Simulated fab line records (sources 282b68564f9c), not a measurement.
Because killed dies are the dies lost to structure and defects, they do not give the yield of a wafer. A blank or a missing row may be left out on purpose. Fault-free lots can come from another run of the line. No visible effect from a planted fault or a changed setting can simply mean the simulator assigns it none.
The same fault as seen by 2 desks    flow ritCmos    only its own numbers are on each desk; what lay behind them is given at the end

== THE TOOL OWNER'S DESK: implanter-04 ==
The tool's own readings at RIT_PRETRO_IMPLANT_08, given as means over the sampled wafers that have a number, one for each lot that went through this tool. The brackets show how far a lot's mean lies from the usual mean; more than 4 standard deviations puts the lot out of limits, marked OUT.
Columns: A = beamEnergyKeV at RIT_PRETRO_IMPLANT_08, usual 44.997; B = faradayCurrentUA at RIT_PRETRO_IMPLANT_08, usual 38.1; C = tiltDeg at RIT_PRETRO_IMPLANT_08, usual 7.000 degrees
lot   first seen here  A                         B     C
L883  day 2 22:49      44.991                    38.2  7.013
L887  day 3 17:49      44.982                    38.1  6.993
L889  day 4 02:19      45.004                    38.3  6.990
L891  day 4 13:01      44.998                    38.8  6.993
L894  day 5 02:16      44.997                    38.3  6.998
L895  day 5 07:16      60.763 (+99 or more) OUT  38.4  6.980
L896  day 5 13:58      60.765 (+99 or more) OUT  38.1  7.023
This desk finds L895, L896 out of limits, L895 being first, at day 5 07:16 (beamEnergyKeV at RIT_PRETRO_IMPLANT_08). L883, L887, L889, L891, L894 stayed within limits.

== THE METROLOGY DESK ==
Means of the sampled wafers that have a number, per lot and without regard to the tool the lot ran on: this is what the gauges read. The brackets show how far a lot's mean lies from the usual mean; more than 4 standard deviations puts the lot out of limits, marked OUT.
Columns: A = PRETRO_TW at RIT_PRETRO_TW_MEAS_10, usual 477
lot   first seen here  A
L881  day 2 11:00      475
L883  day 2 23:08      480
L885  day 3 07:23      478
L886  day 3 12:41      477
L887  day 3 18:07      483
L888  day 3 19:53      478
L889  day 4 02:38      476
L891  day 4 13:20      477
L894  day 5 02:35      479
L895  day 5 07:34      495 (+5.8) OUT
L896  day 5 14:17      497 (+6.6) OUT
L898  day 5 22:01      476
L901  day 6 14:49      479
L904  day 7 05:23      473
This desk finds L895, L896 out of limits, with the earliest case on L895 at day 5 07:34 (PRETRO_TW at RIT_PRETRO_TW_MEAS_10). L881, L883, L885, L886, L887, L888, L889, L891, L894, L898, L901, L904 stayed within limits.

== PUT TOGETHER ==
An alarm could have come from the tool owner's desk at day 5 07:16, on L895, L896.
Metrology desk: alarm possible at day 5 07:34 on L895, L896.
On implanter-04, each named lot ran RIT_PRETRO_IMPLANT_08.

== WHAT THE SIMULATOR HAD INSERTED ==
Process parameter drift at RIT_PRETRO_IMPLANT_08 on implanter-04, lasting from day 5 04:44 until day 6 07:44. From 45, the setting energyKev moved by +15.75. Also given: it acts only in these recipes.
Struck lots among those shown: L895, L896.
Time in hours from fault onset to the first out-of-limits reading at each desk: tool owner's desk 3, metrology desk 3.
